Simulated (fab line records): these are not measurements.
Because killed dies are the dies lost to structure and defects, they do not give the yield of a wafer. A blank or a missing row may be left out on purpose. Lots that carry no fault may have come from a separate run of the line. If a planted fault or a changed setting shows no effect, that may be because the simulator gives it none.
Shared-tool check | flow berkeleyCmos170 | Sampled: 15 lots, 45 wafers

== WHY IT WAS OPENED ==
3 of 15 lots carry a flag on the reading PSD_TW at UCB170_PSD_TW_MEAS_10. Fault-free wafers read 2345, with a standard deviation of 19.
Rule: a lot is flagged when every wafer of it that has a number lies more than 4 standard deviations from that mean, or none has a number. The rest of the lots are taken to be sound.

lot  | measured     | on           | PSD_TW, wafer by wafer | flag
L109 | day 7 17:11  | filmMetro-04 | 2319 2330 2317         | 
L108 | day 7 17:26  | filmMetro-04 | 2337 2328 2327         | 
L112 | day 8 01:32  | filmMetro-01 | 2356 2367 2345         | 
L110 | day 8 02:11  | filmMetro-01 | 2365 2353 2360         | 
L111 | day 8 02:38  | filmMetro-04 | 2305 2317 2317         | 
L113 | day 9 12:01  | filmMetro-04 | 2329 2318 2334         | 
L115 | day 9 12:16  | filmMetro-03 | 2328 2341 2348         | 
L117 | day 9 12:23  | filmMetro-01 | 2898 2908 2940         | FLAGGED
L114 | day 9 12:43  | filmMetro-03 | 2339 2339 2340         | 
L116 | day 9 17:28  | filmMetro-03 | 2336 2331 2334         | 
L123 | day 10 18:40 | filmMetro-03 | 2343 2337 2346         | 
L121 | day 10 18:48 | filmMetro-01 | 2913 2912 2890         | FLAGGED
L125 | day 11 23:25 | filmMetro-01 | 2907 2895 2889         | FLAGGED
L129 | day 12 16:22 | filmMetro-01 | 2358 2364 2369         | 
L130 | day 12 16:43 | filmMetro-01 | 2364 2358 2357         | 
Average over the flagged lots: 2906; offset from the usual +561, equal to +30 standard deviations.

== WHICH TOOL RAN EACH LOT ==
Before the reading, the record contains 2 process steps out of a 331-step route. Read each cell as the tool, then ch plus the chambers that the sampled wafers visited, then the start.
lot  | flag    | UCB170_PSD_IMPLANT_08           | UCB170_PSD_STRIP_09
L109 |         | implanter-03 ch 0, day 7 16:56  | plasmaAsher-03 ch 0,1, day 7 17:05
L108 |         | implanter-04 ch 0, day 7 17:11  | plasmaAsher-03 ch 0,1, day 7 17:20
L112 |         | implanter-01 ch 0, day 8 01:17  | plasmaAsher-02 ch 0,1, day 8 01:25
L110 |         | implanter-04 ch 0, day 8 01:56  | plasmaAsher-03 ch 0,1, day 8 02:04
L111 |         | implanter-03 ch 0, day 8 02:23  | plasmaAsher-02 ch 1, day 8 02:31
L113 |         | implanter-04 ch 0, day 9 11:46  | plasmaAsher-01 ch 0, day 9 11:54
L115 |         | implanter-01 ch 0, day 9 12:01  | plasmaAsher-03 ch 0,1, day 9 12:10
L117 | FLAGGED | implanter-03 ch 0, day 9 11:45  | plasmaAsher-03 ch 0, day 9 12:16
L114 |         | implanter-01 ch 0, day 9 12:29  | plasmaAsher-03 ch 0,1, day 9 12:37
L116 |         | implanter-04 ch 0, day 9 17:13  | plasmaAsher-01 ch 1, day 9 17:21
L123 |         | implanter-01 ch 0, day 10 18:25 | plasmaAsher-01 ch 0,1, day 10 18:33
L121 | FLAGGED | implanter-01 ch 0, day 10 18:07 | plasmaAsher-02 ch 0,1, day 10 18:42
L125 | FLAGGED | implanter-04 ch 0, day 11 22:52 | plasmaAsher-02 ch 0,1, day 11 23:19
L129 |         | implanter-04 ch 0, day 12 16:08 | plasmaAsher-03 ch 0,1, day 12 16:16
L130 |         | implanter-03 ch 0, day 12 16:28 | plasmaAsher-03 ch 0,1, day 12 16:37
What these steps do:
- UCB170_PSD_IMPLANT_08
- UCB170_PSD_STRIP_09: strips in O2.
- UCB170_PSD_TW_MEAS_10

== FLAGGED AGAINST TOTAL, ONE TOOL AT A TIME (gauges that did the reading follow at the end) ==
step                  | tool           | lots run | flagged | share of the flagged lots | sound lots run after its first flagged lot
UCB170_PSD_IMPLANT_08 | implanter-01   | 5        | 1       | some                      | 1 (L123)
UCB170_PSD_IMPLANT_08 | implanter-03   | 4        | 1       | some                      | 1 (L130)
UCB170_PSD_IMPLANT_08 | implanter-04   | 6        | 1       | some                      | 1 (L129)
UCB170_PSD_STRIP_09   | plasmaAsher-01 | 3        | 0       | none                      | -
UCB170_PSD_STRIP_09   | plasmaAsher-02 | 4        | 2       | some                      | 0
UCB170_PSD_STRIP_09   | plasmaAsher-03 | 8        | 1       | some                      | 3 (L114,L129,L130)
UCB170_PSD_TW_MEAS_10 | filmMetro-01   | 7        | 3       | all                       | 2 (L129,L130)
UCB170_PSD_TW_MEAS_10 | filmMetro-03   | 4        | 0       | none                      | -
UCB170_PSD_TW_MEAS_10 | filmMetro-04   | 4        | 0       | none                      | -

== WHAT THE TABLE PERMITS ==
In the table, 1 row covers all flagged lots: filmMetro-01 at UCB170_PSD_TW_MEAS_10.
- filmMetro-01 at UCB170_PSD_TW_MEAS_10: 3 of its 7 lots flagged. After the first flagged lot (L129, L130), sound lots still ran on it; a lasting fault on the whole tool would not permit that.
Every row of the table either missed a flagged lot or ran a sound lot after the first.

== WHAT THE SIMULATOR HAD PUT IN ==
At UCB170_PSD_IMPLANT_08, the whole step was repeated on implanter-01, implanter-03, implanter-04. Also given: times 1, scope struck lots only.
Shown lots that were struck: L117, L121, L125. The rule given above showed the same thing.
